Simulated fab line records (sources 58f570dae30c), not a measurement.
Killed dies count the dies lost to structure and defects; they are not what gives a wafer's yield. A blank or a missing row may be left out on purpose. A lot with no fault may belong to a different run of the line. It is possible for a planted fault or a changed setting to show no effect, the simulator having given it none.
fab line records	flow berkeley_cmos170
record lots=14	wafers=42	last_day=14
route steps=331 shown CONTACT@227
lots that met no fault: from a run of the same line without faults
start_h: start of the lot's first displayed wafer, in hours after the record's first day	wait_h: how many hours have passed since the lot's step before this one	" as in the row above	L1.1+2: a row that stands for several wafers	- no value, or no start was given	* or withheld: withheld	< > ~ a bound
route shown NAME@n: names a module that has steps shown in the file, with the first one's number in the route	usual: average and standard deviation across the fault-free wafers	same: alike in all rows	chamber/n: place in a boat	sites: the reading at each site	_std_site: standard deviation of those values	_edge_site: outer sites' mean less inner sites'	radius_mm: for every site, how far away it sits from the centre of the wafer	mask NAME#n: copy n	behind: the last tool/chamber to shape the wafer	hold: why the lot went on hold/how many hours it stayed there/how the hold came to an end	device: whichever transistor did not switch (one of n, p or np)	end of line: tests run on the same wafers once the route is complete	for a step that has no rows: nothing shown but its recipe	killed: count of dies lost to structure and defects at first sort (not the wafer's yield)	map: a wafer's dies, x killed, . not, _ none there
set.NAME: setting as actually run; set.NAME@STEP: the setting as run at that earlier step	model.NAME: the simulator's own value behind a step, which no gauge read
the route's steps for a sample of lots (tables are steps, rows are wafers)
## steps
# step UCB170_CONTACT_SOFTBAKE_11
# recipe resist=KrF	temp_c=130	time_s=60
# usual heater_power_total_W=56.80/0.047	plate_temp_C=130.02/0.14
lot.wafer	tool	chamber	start_h	wait_h	heater_power_total_W	plate_temp_C
L256.3	litho_track-02	0	158	-	56.82	130.15
L256.4	"	0	"	"	56.78	130.11
L256.5	"	0	"	"	56.80	130.16
L255.2	litho_track-03	0	158	-	56.85	130.21
L255.4	"	0	"	"	56.73	130.11
L255.6	"	0	"	"	56.82	130.03
L263.2	litho_track-04	0	187	-	56.81	130.10
L263.3	"	0	"	"	56.87	129.89
L263.6	"	0	"	"	56.88	129.75
L264.1	litho_track-03	0	189	-	56.76	129.91
L264.2	"	0	"	"	56.71	129.84
L264.4	"	0	"	"	56.81	129.93
L262.2	litho_track-03	0	190	-	56.74	129.93
L262.3	"	0	"	"	56.82	130.03
L262.6	"	0	"	"	56.85	129.86
L261.2	litho_track-04	0	191	-	56.81	130.04
L261.3	"	0	"	"	56.83	129.93
L261.4	"	0	"	"	56.78	129.89
L266.1	litho_track-03	0	213	-	56.83	130.01
L266.3	"	0	"	"	56.81	130.23
L266.4	"	0	"	"	56.76	130.12
L268.4	litho_track-03	0	226	-	56.79	130.12
L268.5	"	0	"	"	56.81	129.92
L268.6	"	0	"	"	56.83	130.11
L267.1	litho_track-02	0	226	-	56.75	130.23
L267.5	"	0	"	"	56.73	130.12
L267.6	"	0	"	"	56.84	129.95
L271.1	litho_track-03	0	229	-	56.82	130.20
L271.4	"	0	"	"	56.80	130.04
L271.6	"	0	"	"	56.89	130.20
L273.1	litho_track-03	0	229	-	56.84	130.05
L273.3	"	0	"	"	56.84	129.97
L273.5	"	0	"	"	56.84	130.10
L275.2	litho_track-03	0	243	-	56.26	129.11
L275.3	"	0	"	"	56.26	129.06
L275.4	"	0	"	"	56.29	129.10
L277.2	litho_track-03	0	265	-	56.30	128.97
L277.5	"	0	"	"	56.30	129.24
L277.6	"	0	"	"	56.26	129.02
L278.1	litho_track-02	0	269	-	56.85	129.91
L278.5	"	0	"	"	56.76	130.01
L278.6	"	0	"	"	56.74	129.93
## key
first_sign step=UCB170_CONTACT_SOFTBAKE_11	reading=heater_power_total_W	direction=down	sigmas=11	usual=56.80	struck=56.28
effect step=UCB170_CONTACT_SOFTBAKE_11	reading=plate_temp_C	direction=down	sigmas=6.8	usual=*	struck=*
met_at UCB170_CONTACT_SOFTBAKE_11
struck_lots L275,L277
tester_left_out L275,L277
onset_between 229 243
fault kind=process_parameter_drift	tool=litho_track-03	chamber=-	onset_h=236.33	steps=UCB170_CONTACT_SOFTBAKE_11	channel=temp_c	offset=*	shape=step	end_h=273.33	acts_in=*	stated=*
# tester_left_out: of these lots the tester's yield and bins aren't shown, on N5 and GAA mostly nor the transistor test; their killed dies are dies lost to structure and defects alone, not to doping, threshold or leakage, so they don't give the yield
